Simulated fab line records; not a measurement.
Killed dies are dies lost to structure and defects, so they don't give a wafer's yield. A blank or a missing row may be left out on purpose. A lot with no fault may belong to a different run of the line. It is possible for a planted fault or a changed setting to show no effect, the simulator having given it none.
fab line records	flow rit-cmos	part 1 of 2: steps 1 to 29 of 40
record lots=5	wafers=15	last-day=8
route steps=202 shown ACTIVE@19 FOX1@20 FOX2@23 NWELL@28 PWELL@39 WELLDRIVE@50 NRETRO@53
lots with no fault: from the same line, run without faults
start-h: hours from the record's opening day to when the first of the lot's shown wafers began	wait-h: hours from the lot's prior step to this one	" repeats the value in the row above	L1.1+2: a row that stands for several wafers	- either no value or no given start	* or withheld: withheld	< > ~ a bound
route shown NAME@n: a module of which the file shows steps, and the number in the route of the first	usual: average and standard deviation across the fault-free wafers	same: alike in all rows	chamber/n: place in a boat	sites: per-site readings	_std_site: standard deviation across them	_edge_site: outer sites' mean less inner sites'	radius-mm: for every site, how far away it sits from the centre of the wafer	mask NAME#n: copy n	behind: the most recent tool/chamber to have shaped the wafer	hold: reason for holding the lot/hours on hold/outcome of the hold	device: the n, p or np transistor that did not switch	end of line: at the end of the route, the tests of the same wafers	step lacking rows: just its recipe	killed: at the first sort, the dies lost to defects and structure; wafer yield is something else	map: the dies of a wafer, with x for killed, . for not killed, _ for no die there
set.NAME: the setting that was run; set.NAME@STEP: the one run at that earlier step	model.NAME: the simulator's own value behind a step, which no gauge read
lots at selected steps of the route; one table per step, one row per wafer
services: when a tool's chamber went out of use (start-h, in hours from the record's first day, below 0 if earlier), for how many hours, and the reason
## steps
# step RIT_ACTIVE_CLEAN_17
# recipe chemistry=SC2	mix=3:3:50	time-s=600	temp-c=75	dry=n2-spin
lot.wafer	tool	chamber	start-h	wait-h
L074.2+3+4	wet-bench-02	1	17.92	0.0
L084.1+3+6	wet-bench-03	1	66.48	0.0
L086.3+5+6	wet-bench-03	0	77.27	0.0
L089.1+3+6	wet-bench-02	3	90.82	0.0
L095.2+5+6	wet-bench-04	1	120.86	0.0
# step RIT_FOX1_OXIDATION_00
# recipe temp-c=1100	ambient=H2O	target-thk-a=3507	p-h2o-torr=720	ox-time-s=1130
# usual ox-temp-c=1099.9/0.61	ox-temp-c-max=1105.0/1.7
lot.wafer	tool	chamber	start-h	wait-h	ox-temp-c	ox-temp-c-max
L074.2	furnace-01	0	18.10	0.0	1099.6	1105.3
L074.3	"	0	"	"	1099.4	1105.1
L074.4	"	0	"	"	1100.0	1106.2
L084.1	furnace-04	0	67.75	1.1	1100.0	1105.5
L084.3	"	0	"	"	1100.3	1105.4
L084.6	"	0	"	"	1100.4	1105.6
L086.3	furnace-04	0	77.64	0.2	1100.5	1105.9
L086.5	"	0	"	"	1100.3	1105.2
L086.6	"	0	"	"	1100.2	1106.3
L089.1	furnace-01	0	95.52	4.5	1099.4	1104.1
L089.3	"	0	"	"	1099.3	1105.4
L089.6	"	0	"	"	1098.8	1104.2
L095.2	furnace-01	0	122.87	1.8	1100.1	1106.4
L095.5	"	0	"	"	1099.5	1105.3
L095.6	"	0	"	"	1099.6	1104.5
# step RIT_FOX1_THK_MEAS_01
# recipe reads=SiO2_of_FOX1_OXIDATION_00
# usual FOX1_OXIDE_THK=351/6
lot.wafer	tool	chamber	start-h	wait-h	FOX1_OXIDE_THK[nm]
L074.2	film-metro-01	-	19.42	0.0	350
L074.3	"	-	"	"	347
L074.4	"	-	"	"	344
L084.1	film-metro-04	-	69.06	0.0	345
L084.3	"	-	"	"	347
L084.6	"	-	"	"	349
L086.3	film-metro-01	-	78.98	0.0	357
L086.5	"	-	"	"	359
L086.6	"	-	"	"	355
L089.1	film-metro-04	-	96.84	0.0	353
L089.3	"	-	"	"	355
L089.6	"	-	"	"	357
L095.2	film-metro-04	-	124.19	0.0	347
L095.5	"	-	"	"	340
L095.6	"	-	"	"	345
# step RIT_FOX1_WET_ETCH_02
# recipe chemistry=BOE	target-depth-nm=350	time-s=390	temp-c=21.5	dry=n2-spin	dilution=10:1	target=SiO2
lot.wafer	tool	chamber	start-h	wait-h
L074.2+3+4	wet-bench-02	0	19.47	0.0
L084.1+3+6	wet-bench-02	1	69.12	0.1
L086.3+5+6	wet-bench-02	1	79.02	0.0
L089.1+3+6	wet-bench-02	3	96.90	0.1
L095.2+5+6	wet-bench-02	0	124.24	0.0
# step RIT_FOX2_OXIDATION_00
# recipe temp-c=1100	ambient=H2O	target-thk-a=3507	p-h2o-torr=720	ox-time-s=1130
# usual ox-temp-c=1100.0/0.42	ox-temp-c-max=1105.0/1.6
lot.wafer	tool	chamber	start-h	wait-h	ox-temp-c	ox-temp-c-max
L074.2	furnace-01	0	19.59	0.0	1100.4	1107.3
L074.3	"	0	"	"	1100.0	1106.5
L074.4	"	0	"	"	1099.9	1106.4
L084.1	furnace-01	0	70.84	1.6	1100.7	1106.2
L084.3	"	0	"	"	1100.4	1105.6
L084.6	"	0	"	"	1100.0	1106.4
L086.3	furnace-01	0	79.63	0.5	1099.8	1105.6
L086.5	"	0	"	"	1099.9	1106.1
L086.6	"	0	"	"	1100.0	1104.6
L089.1	furnace-04	0	97.69	0.7	1098.8	1102.9
L089.3	"	0	"	"	1099.7	1105.7
L089.6	"	0	"	"	1099.8	1105.7
L095.2	furnace-01	0	130.48	6.1	1099.7	1104.1
L095.5	"	0	"	"	1100.9	1106.1
L095.6	"	0	"	"	1100.0	1105.3
# step RIT_FOX2_THK_MEAS_01
# recipe reads=SiO2_of_FOX2_OXIDATION_00
# usual FOX2_OXIDE_THK=351/5
lot.wafer	tool	chamber	start-h	wait-h	FOX2_OXIDE_THK[nm]
L074.2	film-metro-04	-	20.91	0.0	353
L074.3	"	-	"	"	352
L074.4	"	-	"	"	352
L084.1	film-metro-04	-	72.16	0.0	358
L084.3	"	-	"	"	358
L084.6	"	-	"	"	347
L086.3	film-metro-01	-	80.96	0.0	351
L086.5	"	-	"	"	353
L086.6	"	-	"	"	352
L089.1	film-metro-04	-	99.01	0.0	348
L089.3	"	-	"	"	354
L089.6	"	-	"	"	350
L095.2	film-metro-02	-	131.80	0.0	349
L095.5	"	-	"	"	346
L095.6	"	-	"	"	349
# step RIT_FOX2_CLEAN_02
# recipe chemistry=dHF	dilution=50:1	time-s=180
lot.wafer	tool	chamber	start-h	wait-h
L074.2+3+4	wet-bench-04	3	20.96	0.0
L084.1+3+6	wet-bench-02	2	72.22	0.1
L086.3+5+6	wet-bench-01	1	81.00	0.0
L089.1+3+6	wet-bench-01	3	99.07	0.1
L095.2+5+6	wet-bench-04	3	131.85	0.0
# step RIT_FOX2_WET_ETCH_03
# recipe chemistry=H3PO4	target=Si3N4	target-depth-nm=195	temp-c=165	time-s=2700
lot.wafer	tool	chamber	start-h	wait-h
L074.2+3+4	wet-bench-02	2	21.03	0.0
L084.1+3+6	wet-bench-04	0	72.28	0.0
L086.3+5+6	wet-bench-02	0	81.06	0.0
L089.1+3+6	wet-bench-04	3	99.12	0.0
L095.2+5+6	wet-bench-01	1	131.91	0.0
# step RIT_FOX2_THK_MEAS_90
# recipe reads=SiO2_of_FOX2_OXIDATION_00
# usual FIELD_OXIDE_LEFT_1_THK=324/5
lot.wafer	tool	chamber	start-h	wait-h	FIELD_OXIDE_LEFT_1_THK[nm]
L074.2	film-metro-04	-	21.80	0.0	326
L074.3	"	-	"	"	325
L074.4	"	-	"	"	324
L084.1	film-metro-01	-	73.04	0.0	331
L084.3	"	-	"	"	330
L084.6	"	-	"	"	319
L086.3	film-metro-02	-	81.84	0.0	324
L086.5	"	-	"	"	327
L086.6	"	-	"	"	324
L089.1	film-metro-02	-	99.88	0.0	320
L089.3	"	-	"	"	327
L089.6	"	-	"	"	323
L095.2	film-metro-02	-	132.75	0.0	321
L095.5	"	-	"	"	319
L095.6	"	-	"	"	322
# step RIT_NWELL_HMDS_00
# recipe prime-time-s=60	prime-temp-c=140
# usual chill-plate-temp-C=23.01/0.11
lot.wafer	tool	chamber	start-h	wait-h	chill-plate-temp-C
L074.2	litho-track-04	0	21.88	0.1	22.90
L074.3	"	0	"	"	23.07
L074.4	"	0	"	"	23.07
L084.1	litho-track-01	0	73.10	0.1	23.06
L084.3	"	0	"	"	23.10
L084.6	"	0	"	"	23.11
L086.3	litho-track-01	0	81.93	0.1	22.99
L086.5	"	0	"	"	22.98
L086.6	"	0	"	"	22.94
L089.1	litho-track-04	0	99.94	0.1	23.21
L089.3	"	0	"	"	23.05
L089.6	"	0	"	"	23.07
L095.2	litho-track-01	0	133.11	0.4	22.95
L095.5	"	0	"	"	23.01
L095.6	"	0	"	"	22.99
# step RIT_NWELL_COAT_01
# recipe resist=NOVOLAK	spin-rpm=2000	resist-thk-nm=1300
# usual chill-plate-temp-C=22.97/0.097
lot.wafer	tool	chamber	start-h	wait-h	chill-plate-temp-C
L074.2	litho-track-04	0	22.03	0.1	22.98
L074.3	"	0	"	"	22.71
L074.4	"	0	"	"	22.77
L084.1	litho-track-01	0	73.25	0.1	22.98
L084.3	"	0	"	"	22.95
L084.6	"	0	"	"	22.98
L086.3	litho-track-01	0	82.08	0.1	23.00
L086.5	"	0	"	"	22.92
L086.6	"	0	"	"	23.08
L089.1	litho-track-04	0	100.09	0.1	22.92
L089.3	"	0	"	"	22.94
L089.6	"	0	"	"	23.00
L095.2	litho-track-01	0	133.26	0.1	22.97
L095.5	"	0	"	"	23.10
L095.6	"	0	"	"	22.84
# step RIT_NWELL_SOFTBAKE_02
# recipe resist=NOVOLAK	temp-c=90	time-s=60
# usual chill-plate-temp-C=23.01/0.11	heater-power-total-W=34.56/0.058
lot.wafer	tool	chamber	start-h	wait-h	chill-plate-temp-C	heater-power-total-W
L074.2	litho-track-04	0	22.18	0.1	22.99	34.48
L074.3	"	0	"	"	22.68	34.60
L074.4	"	0	"	"	23.02	34.60
L084.1	litho-track-01	0	73.40	0.1	22.80	34.54
L084.3	"	0	"	"	23.02	34.60
L084.6	"	0	"	"	22.94	34.61
L086.3	litho-track-01	0	82.23	0.1	23.19	34.55
L086.5	"	0	"	"	23.06	34.64
L086.6	"	0	"	"	22.95	34.52
L089.1	litho-track-04	0	100.24	0.1	23.15	34.56
L089.3	"	0	"	"	23.02	34.64
L089.6	"	0	"	"	23.05	34.59
L095.2	litho-track-01	0	133.41	0.1	23.16	34.57
L095.5	"	0	"	"	23.05	34.41
L095.6	"	0	"	"	23.13	34.50
# step RIT_NWELL_EXPOSE_03
# recipe mask-id=M2	na=0.57	target-cd-nm=43900	dose-mj=250
lot.wafer	tool	chamber	start-h	wait-h	mask
L074.2+3+4	iline-stepper-01	0	22.42	0.2	M2#0
L084.1+3+6	iline-stepper-02	0	73.55	0.1	M2#0
L086.3+5+6	iline-stepper-01	0	82.43	0.2	M2#0
L089.1+3+6	iline-stepper-01	0	100.52	0.2	M2#0
L095.2+5+6	iline-stepper-01	0	133.68	0.2	M2#0
# step RIT_NWELL_PEB_04
# recipe resist=NOVOLAK	temp-c=withheld	time-s=withheld
# usual chill-plate-temp-C=*
lot.wafer	tool	chamber	start-h	wait-h	chill-plate-temp-C
L074.2	litho-track-04	0	22.54	0.1	*
L074.3	"	0	"	"	*
L074.4	"	0	"	"	*
L084.1	litho-track-01	0	73.67	0.1	*
L084.3	"	0	"	"	*
L084.6	"	0	"	"	*
L086.3	litho-track-04	0	82.65	0.2	*
L086.5	"	0	"	"	*
L086.6	"	0	"	"	*
L089.1	litho-track-01	0	100.79	0.3	*
L089.3	"	0	"	"	*
L089.6	"	0	"	"	*
L095.2	litho-track-02	0	133.82	0.1	*
L095.5	"	0	"	"	*
L095.6	"	0	"	"	*
# step RIT_NWELL_DEVELOP_05
# recipe resist=NOVOLAK	develop-time-s=68	dev-temp-c=23
# usual chill-plate-temp-C=23.01/0.099
lot.wafer	tool	chamber	start-h	wait-h	chill-plate-temp-C
L074.2	litho-track-04	0	-	-	23.15
L074.3	"	0	"	"	23.15
L074.4	"	0	"	"	23.11
L084.1	litho-track-01	0	-	-	23.05
L084.3	"	0	"	"	22.94
L084.6	"	0	"	"	23.05
L086.3	litho-track-04	0	-	-	23.00
L086.5	"	0	"	"	23.10
L086.6	"	0	"	"	23.03
L089.1	litho-track-01	0	-	-	23.02
L089.3	"	0	"	"	22.92
L089.6	"	0	"	"	22.93
L095.2	litho-track-02	0	-	-	22.89
L095.5	"	0	"	"	22.86
L095.6	"	0	"	"	22.98
# step RIT_NWELL_OVL_MEAS_06
# usual NWELL_OVL=0.7/1.6
lot.wafer	tool	chamber	start-h	wait-h	NWELL_OVL[nm]
L074.2	overlay-01	-	22.83	-	1.9
L074.3	"	-	"	"	2.9
L074.4	"	-	"	"	0.8
L084.1	overlay-01	-	73.98	-	-3.1
L084.3	"	-	"	"	-2.3
L084.6	"	-	"	"	-0.7
L086.3	overlay-01	-	82.92	-	2.8
L086.5	"	-	"	"	3.3
L086.6	"	-	"	"	3.1
L089.1	overlay-02	-	101.10	-	2.1
L089.3	"	-	"	"	2.1
L089.6	"	-	"	"	0.8
L095.2	overlay-02	-	134.11	-	2.8
L095.5	"	-	"	"	0.8
L095.6	"	-	"	"	3.7
# step RIT_NWELL_HARDBAKE_07
# recipe resist=NOVOLAK	temp-c=140	time-s=120
# usual chill-plate-temp-C=22.99/0.092	heater-power-total-W=52.03/0.064
lot.wafer	tool	chamber	start-h	wait-h	chill-plate-temp-C	heater-power-total-W
L074.2	litho-track-04	0	22.91	0.1	23.03	52.08
L074.3	"	0	"	"	22.96	52.05
L074.4	"	0	"	"	23.04	51.94
L084.1	litho-track-02	0	74.01	0.0	22.94	51.99
L084.3	"	0	"	"	22.98	52.03
L084.6	"	0	"	"	23.00	52.03
L086.3	litho-track-02	0	83.22	0.3	23.15	51.95
L086.5	"	0	"	"	23.16	52.00
L086.6	"	0	"	"	23.13	52.13
L089.1	litho-track-02	0	101.14	0.0	22.82	52.08
L089.3	"	0	"	"	22.87	52.08
L089.6	"	0	"	"	22.91	52.01
L095.2	litho-track-04	0	134.19	0.1	23.05	52.06
L095.5	"	0	"	"	23.05	52.08
L095.6	"	0	"	"	22.96	51.99
# step RIT_NWELL_IMPLANT_08
# recipe species=P	energy-kev=170	dose-cm2=5e+13	tilt-deg=7
# same implant-ion-amu=31
lot.wafer	tool	chamber	start-h	wait-h
L074.2+3+4	implanter-03	0	23.14	0.2
L084.1+3+6	implanter-01	0	74.27	0.2
L086.3+5+6	implanter-03	0	83.43	0.2
L089.1+3+6	implanter-03	0	101.39	0.2
L095.2+5+6	implanter-03	0	134.42	0.2
# step RIT_NWELL_STRIP_09
# recipe chemistry=O2	time-s=180	resist=NOVOLAK	platen-temp-c=withheld	power-w=500	pressure-mtorr=4000	o2-flow-sccm=4000
# usual drypump-motor-current-A=5.7/0.46
lot.wafer	tool	chamber	start-h	wait-h	drypump-motor-current-A	rf-hours-counter-h
L074.2	plasma-asher-04	1	23.26	0.1	6.1	38
L074.3	"	1	"	"	6.1	-
L074.4	"	0	"	"	5.4	-
L084.1	plasma-asher-01	1	74.42	0.1	5.9	43
L084.3	"	0	"	"	5.4	-
L084.6	"	1	"	"	5.9	-
L086.3	plasma-asher-04	1	83.59	0.1	6.1	-
L086.5	"	1	"	"	6.1	-
L086.6	"	0	"	"	5.4	-
L089.1	plasma-asher-03	1	101.54	0.1	5.0	31
L089.3	"	0	"	"	6.3	-
L089.6	"	1	"	"	5.0	-
L095.2	plasma-asher-04	1	134.54	0.1	6.1	48
L095.5	"	0	"	"	5.4	-
L095.6	"	1	"	"	6.1	-
# step RIT_NWELL_TW_MEAS_10
# usual NWELL_TW=2136/34
lot.wafer	tool	chamber	start-h	wait-h	NWELL_TW
L074.2	film-metro-02	-	23.45	0.1	2146
L074.3	"	-	"	"	2144
L074.4	"	-	"	"	2145
L084.1	film-metro-03	-	74.59	0.1	2179
L084.3	"	-	"	"	2179
L084.6	"	-	"	"	2174
L086.3	film-metro-04	-	83.73	0.1	2101
L086.5	"	-	"	"	2096
L086.6	"	-	"	"	2085
L089.1	film-metro-03	-	101.71	0.1	2158
L089.3	"	-	"	"	2176
L089.6	"	-	"	"	2155
L095.2	film-metro-04	-	134.73	0.1	2086
L095.5	"	-	"	"	2082
L095.6	"	-	"	"	2083
# step RIT_PWELL_HMDS_00
# recipe prime-time-s=60	prime-temp-c=140
# usual chill-plate-temp-C=22.99/0.12
lot.wafer	tool	chamber	start-h	wait-h	chill-plate-temp-C
L074.2	litho-track-04	0	23.52	0.1	23.00
L074.3	"	0	"	"	23.22
L074.4	"	0	"	"	23.22
L084.1	litho-track-03	0	74.65	0.1	23.19
L084.3	"	0	"	"	23.21
L084.6	"	0	"	"	23.07
L086.3	litho-track-03	0	83.82	0.1	22.97
L086.5	"	0	"	"	23.14
L086.6	"	0	"	"	23.02
L089.1	litho-track-01	0	101.77	0.1	22.81
L089.3	"	0	"	"	22.96
L089.6	"	0	"	"	22.89
L095.2	litho-track-01	0	134.85	0.1	23.20
L095.5	"	0	"	"	23.12
L095.6	"	0	"	"	23.21
# step RIT_PWELL_COAT_01
# recipe resist=NOVOLAK	spin-rpm=2000	resist-thk-nm=1300
# usual chill-plate-temp-C=23.00/0.1
lot.wafer	tool	chamber	start-h	wait-h	chill-plate-temp-C
L074.2	litho-track-04	0	23.67	0.1	23.16
L074.3	"	0	"	"	23.17
L074.4	"	0	"	"	23.07
L084.1	litho-track-03	0	74.80	0.1	22.94
L084.3	"	0	"	"	23.02
L084.6	"	0	"	"	23.05
L086.3	litho-track-03	0	83.97	0.1	22.88
L086.5	"	0	"	"	23.04
L086.6	"	0	"	"	22.93
L089.1	litho-track-01	0	101.92	0.1	22.94
L089.3	"	0	"	"	22.81
L089.6	"	0	"	"	23.02
L095.2	litho-track-01	0	135.00	0.1	22.99
L095.5	"	0	"	"	22.92
L095.6	"	0	"	"	22.97
# step RIT_PWELL_SOFTBAKE_02
# recipe resist=NOVOLAK	temp-c=90	time-s=60
# usual chill-plate-temp-C=23.02/0.11	heater-power-total-W=34.58/0.048
lot.wafer	tool	chamber	start-h	wait-h	chill-plate-temp-C	heater-power-total-W
L074.2	litho-track-04	0	23.82	0.1	22.78	34.53
L074.3	"	0	"	"	22.86	34.65
L074.4	"	0	"	"	23.06	34.53
L084.1	litho-track-03	0	74.95	0.1	22.92	34.56
L084.3	"	0	"	"	23.10	34.60
L084.6	"	0	"	"	23.02	34.61
L086.3	litho-track-03	0	84.12	0.1	23.08	34.59
L086.5	"	0	"	"	23.07	34.56
L086.6	"	0	"	"	23.01	34.60
L089.1	litho-track-01	0	102.07	0.1	23.21	34.59
L089.3	"	0	"	"	22.92	34.51
L089.6	"	0	"	"	23.14	34.58
L095.2	litho-track-01	0	135.15	0.1	22.96	34.67
L095.5	"	0	"	"	22.84	34.52
L095.6	"	0	"	"	22.97	34.54
# step RIT_PWELL_EXPOSE_03
# recipe mask-id=M3	na=0.57	target-cd-nm=43700	dose-mj=250
lot.wafer	tool	chamber	start-h	wait-h	mask
L074.2+3+4	iline-stepper-01	0	23.97	0.1	M3#0
L084.1+3+6	iline-stepper-01	0	75.22	0.2	M3#0
L086.3+5+6	iline-stepper-01	0	84.26	0.1	M3#0
L089.1+3+6	iline-stepper-02	0	102.22	0.1	M3#0
L095.2+5+6	iline-stepper-02	0	135.42	0.2	M3#0
# step RIT_PWELL_PEB_04
# recipe resist=NOVOLAK	temp-c=withheld	time-s=withheld
# usual chill-plate-temp-C=*
lot.wafer	tool	chamber	start-h	wait-h	chill-plate-temp-C
L074.2	litho-track-03	0	24.09	0.1	*
L074.3	"	0	"	"	*
L074.4	"	0	"	"	*
L084.1	litho-track-04	0	75.34	0.1	*
L084.3	"	0	"	"	*
L084.6	"	0	"	"	*
L086.3	litho-track-01	0	84.38	0.1	*
L086.5	"	0	"	"	*
L086.6	"	0	"	"	*
L089.1	litho-track-04	0	102.34	0.1	*
L089.3	"	0	"	"	*
L089.6	"	0	"	"	*
L095.2	litho-track-03	0	135.68	0.2	*
L095.5	"	0	"	"	*
L095.6	"	0	"	"	*
# step RIT_PWELL_DEVELOP_05
# recipe resist=NOVOLAK	develop-time-s=68	dev-temp-c=23
# usual chill-plate-temp-C=23.02/0.11
lot.wafer	tool	chamber	start-h	wait-h	chill-plate-temp-C
L074.2	litho-track-03	0	-	-	22.88
L074.3	"	0	"	"	22.87
L074.4	"	0	"	"	23.01
L084.1	litho-track-04	0	-	-	23.23
L084.3	"	0	"	"	23.18
L084.6	"	0	"	"	23.20
L086.3	litho-track-01	0	-	-	23.06
L086.5	"	0	"	"	22.95
L086.6	"	0	"	"	22.96
L089.1	litho-track-04	0	-	-	23.02
L089.3	"	0	"	"	23.06
L089.6	"	0	"	"	23.08
L095.2	litho-track-03	0	-	-	23.29
L095.5	"	0	"	"	23.23
L095.6	"	0	"	"	23.09
# step RIT_PWELL_OVL_MEAS_06
# usual PWELL_OVL=0.1/1.2
lot.wafer	tool	chamber	start-h	wait-h	PWELL_OVL[nm]
L074.2	overlay-02	-	24.39	-	0.7
L074.3	"	-	"	"	0.6
L074.4	"	-	"	"	1.9
L084.1	overlay-01	-	75.65	-	0.8
L084.3	"	-	"	"	-0.3
L084.6	"	-	"	"	1.3
L086.3	overlay-01	-	84.66	-	2.1
L086.5	"	-	"	"	1.4
L086.6	"	-	"	"	0.8
L089.1	overlay-02	-	102.65	-	-0.9
L089.3	"	-	"	"	0.3
L089.6	"	-	"	"	0.7
L095.2	overlay-01	-	135.97	-	-0.6
L095.5	"	-	"	"	-0.7
L095.6	"	-	"	"	-0.6
# step RIT_PWELL_HARDBAKE_07
# recipe resist=NOVOLAK	temp-c=140	time-s=120
# usual chill-plate-temp-C=23.02/0.1	heater-power-total-W=52.02/0.06
lot.wafer	tool	chamber	start-h	wait-h	chill-plate-temp-C	heater-power-total-W
L074.2	litho-track-01	0	24.46	0.1	22.85	52.06
L074.3	"	0	"	"	22.97	51.98
L074.4	"	0	"	"	22.86	51.97
L084.1	litho-track-03	0	75.69	0.0	23.03	52.02
L084.3	"	0	"	"	23.07	51.87
L084.6	"	0	"	"	23.05	52.04
L086.3	litho-track-04	0	84.77	0.1	22.98	51.99
L086.5	"	0	"	"	23.01	52.10
L086.6	"	0	"	"	22.89	51.99
L089.1	litho-track-03	0	102.69	0.0	23.07	52.09
L089.3	"	0	"	"	22.93	52.04
L089.6	"	0	"	"	23.05	52.05
L095.2	litho-track-04	0	136.04	0.1	22.80	52.07
L095.5	"	0	"	"	22.94	52.09
L095.6	"	0	"	"	22.85	52.01
# step RIT_PWELL_IMPLANT_08
# recipe species=B	energy-kev=170	dose-cm2=7e+13	tilt-deg=7
# same implant-ion-amu=11
lot.wafer	tool	chamber	start-h	wait-h
L074.2+3+4	implanter-02	0	24.69	0.2
L084.1+3+6	implanter-01	0	75.94	0.2
L086.3+5+6	implanter-02	0	84.98	0.2
L089.1+3+6	implanter-01	0	102.94	0.2
L095.2+5+6	implanter-01	0	136.28	0.2
